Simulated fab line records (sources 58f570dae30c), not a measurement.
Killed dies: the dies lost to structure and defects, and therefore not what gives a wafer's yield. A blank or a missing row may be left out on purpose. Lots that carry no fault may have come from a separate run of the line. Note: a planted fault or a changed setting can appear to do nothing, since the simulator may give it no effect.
Shared-tool check    flow berkeley-cmos170    Sampled: 15 lots, 55 wafers

## WHAT PROMPTED THE OPENING
4 of 15 lots carry a flag on the reading V1_OVL at UCB170_V1_OVL_MEAS_13. Wafers without a fault read 0 nm, standard deviation 4.5.
Rule: a lot is flagged in two cases, either no wafer of it has a number, or all its wafers with numbers fall more than 4 standard deviations from that mean. The other lots count as sound.

lot   measured      on          V1_OVL (nm), wafer by wafer  flag
L315  day 8 22:18   overlay-01  2 -3 6                       
L314  day 8 23:49   overlay-02  1 -2 -3                      
L316  day 9 00:05   overlay-02  -1 -3 8                      
L318  day 9 05:38   overlay-01  6 9 7                        
L317  day 9 07:42   overlay-01  5 -2 8                       
L319  day 10 00:18  overlay-01  1 4 0                        
L320  day 10 01:23  overlay-01  3 -3 1                       
L322  day 10 12:20  overlay-01  2 -1 4                       
L321  day 10 13:48  overlay-02  4 2 -10                      
L323  day 11 04:27  overlay-01  1 4 4                        
L328  day 11 12:56  overlay-01  64 65 60 63 66 59            FLAGGED
L327  day 11 14:15  overlay-01  59 65 55 61 64 57            FLAGGED
L330  day 11 23:25  overlay-02  55 62 57 54 63 56            FLAGGED
L331  day 12 23:20  overlay-01  60 64 61 66                  FLAGGED
L335  day 13 04:02  overlay-02  0 1 -4                       
The numbers of the flagged lots are 61 nm on average: +61 nm against the usual, or +13 standard deviations.

## TOOL THAT RAN EACH LOT
The record keeps 1 process step preceding the reading, out of 331 steps on the route. Each cell gives the tool, then ch followed by the chambers the sampled wafers passed through, then the start.
lot   flag     UCB170_V1_EXPOSE_09
L315           krf-scanner-02 ch 0, day 8 21:49
L314           krf-scanner-01 ch 0, day 8 23:17
L316           krf-scanner-02 ch 0, day 8 23:35
L318           krf-scanner-01 ch 0, day 9 04:28
L317           krf-scanner-02 ch 0, day 9 06:47
L319           krf-scanner-02 ch 0, day 9 23:47
L320           krf-scanner-02 ch 0, day 10 00:55
L322           krf-scanner-01 ch 0, day 10 11:50
L321           krf-scanner-02 ch 0, day 10 13:10
L323           krf-scanner-01 ch 0, day 11 03:54
L328  FLAGGED  krf-scanner-02 ch 0, day 11 12:22
L327  FLAGGED  krf-scanner-02 ch 0, day 11 13:33
L330  FLAGGED  krf-scanner-02 ch 0, day 11 22:41
L331  FLAGGED  krf-scanner-02 ch 0, day 12 22:46
L335           krf-scanner-01 ch 0, day 13 03:32
What is done by these steps:
- UCB170_V1_EXPOSE_09: exposes mask VIA1, target cd 700 nm.
- UCB170_V1_OVL_MEAS_13

## FLAGGED OVER TOTAL, TOOL BY TOOL (the gauges that took the reading come last)
step                   tool            lots run  flagged  share of the flagged lots  sound lots run after its first flagged lot
UCB170_V1_EXPOSE_09    krf-scanner-01  5         0        none                       -
UCB170_V1_EXPOSE_09    krf-scanner-02  10        4        all                        0
UCB170_V1_OVL_MEAS_13  overlay-01      10        3        some                       0
UCB170_V1_OVL_MEAS_13  overlay-02      5         1        some                       1 (L335)

## THE TABLE: WHAT IT ALLOWS
In the table, 1 row covers all flagged lots: krf-scanner-02 at UCB170_V1_EXPOSE_09.
- krf-scanner-02 at UCB170_V1_EXPOSE_09 ran 10 lots, 4 of them flagged. Its last sound lot is L321 (day 10 13:10), its first flagged lot L328 (day 11 12:22): a fault that began between those two fits.
Left over: one tool, krf-scanner-02 at UCB170_V1_EXPOSE_09.

## WHAT THE SIMULATOR PUT IN
Scanner matching overlay: krf-scanner-02, from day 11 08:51 on, at UCB170_V1_EXPOSE_09. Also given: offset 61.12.
Lots struck among those shown: L328, L327, L330, L331. The rule given above showed the same thing.
